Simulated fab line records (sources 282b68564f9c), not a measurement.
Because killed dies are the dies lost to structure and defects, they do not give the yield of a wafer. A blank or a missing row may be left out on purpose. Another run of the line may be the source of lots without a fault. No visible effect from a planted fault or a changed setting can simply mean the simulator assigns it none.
Comparing a struck lot with a sound one || flow ritCmos || 19 out of 202 route steps
Sound: these wafers, L504.1, L504.4, L504.6. Struck: wafers L512.2, L512.4, L512.5. The cause is given at the end.
At each step with rows: each side's tool, then ch and its chambers, then its first start. Under that, the readings that differ: sound wafers || struck wafers || difference of the means || sigmas: that difference in standard deviations of wafers without a fault.
alike: a reading whose means differ by less than 2 such deviations, as well as words and numbers matching on both sides. not compared: withheld readings; readings where some wafer has no value; bounds like >300 that might hide an equal value; numbers whose values overlap and for which the record gives no deviation.
The two part at a step that has a row with sigmas, a row that says differs or no value, or rows on one side only. When numbers do not overlap yet have no deviation, they are printed without sigmas and do not part them. A reading that every wafer of one side lacks parts them only if that side has two wafers or more.

RIT_PLDD_TW_MEAS_10:
  struck on filmMetro-02, day 6 19:01; sound on filmMetro-04, day 5 04:06
  alike: PLDD_TW
then, 4 steps without rows for these wafers: RIT_SPACER_CLEAN_00 (cleans in SC1, time 600 s); RIT_SPACER_CLEAN_01 (cleans in dHF, time 30 s); RIT_SPACER_CLEAN_02 (cleans in SC2, time 600 s); RIT_SPACER_CVD_03 (deposits Si3N4 from SiH2Cl2/NH3, target thk 250 nm, time 3300 s).
RIT_SPACER_THK_MEAS_04:
  struck on filmMetro-02, day 6 21:22; sound on filmMetro-04, day 5 06:31
  alike: SPACER_NITRIDE_THK
RIT_SPACER_ETCHBACK_05: etches Si3N4 in SF6/CHF3, stops on SiO2, target depth 250 nm, time 240 s.
  sound on rieDiel-03 ch 0,2,3, day 5 06:34; struck on rieDiel-01 ch 1,2,3, day 6 21:25
  alike: drypumpMotorCurrentA, oesProductAu, throttleValvePct
  not compared: rfHoursCounterH
then, 5 steps without rows for these wafers: RIT_NSD_HMDS_00 (prime time 60 s); RIT_NSD_COAT_01 (resist thk 1000 nm); RIT_NSD_SOFTBAKE_02 (time 60 s); RIT_NSD_EXPOSE_03 (exposes mask M9, target cd 40700 nm); RIT_NSD_PEB_04.
RIT_NSD_DEVELOP_05: develop time 50 s.
  sound on lithoTrack-04 ch 0, day 5 07:00; struck on lithoTrack-04 ch 0, day 6 22:00
  alike: chillPlateTempC
RIT_NSD_OVL_MEAS_06:
  struck on overlay-02, day 6 22:33; sound on overlay-01, day 5 07:34
  alike: NSD_OVL
then, 2 steps without rows for these wafers: RIT_NSD_HARDBAKE_07 (time 60 s); RIT_NSD_IMPLANT_08.
RIT_NSD_STRIP_09: strips in O2, time 180 s.
  sound on plasmaAsher-03 ch 0, day 5 07:55; struck on plasmaAsher-04 ch 0, day 6 22:53
  alike: drypumpMotorCurrentA
  not compared: rfHoursCounterH
RIT_NSD_TW_MEAS_10:
  struck on filmMetro-02, day 6 23:04; sound on filmMetro-01, day 5 08:05
{"reading": "NSD_TW", "sound": "3095 3092 3089", "struck": "30 30 30", "difference": -3062, "sigmas": "-99 or more"}
then, 1 step without rows for these wafers: RIT_PSD_HMDS_00 (prime time 60 s).

WHERE THEY PART
At RIT_NSD_TW_MEAS_10 and nowhere else, as far as this record goes.

WHY: what had been put in by the simulator
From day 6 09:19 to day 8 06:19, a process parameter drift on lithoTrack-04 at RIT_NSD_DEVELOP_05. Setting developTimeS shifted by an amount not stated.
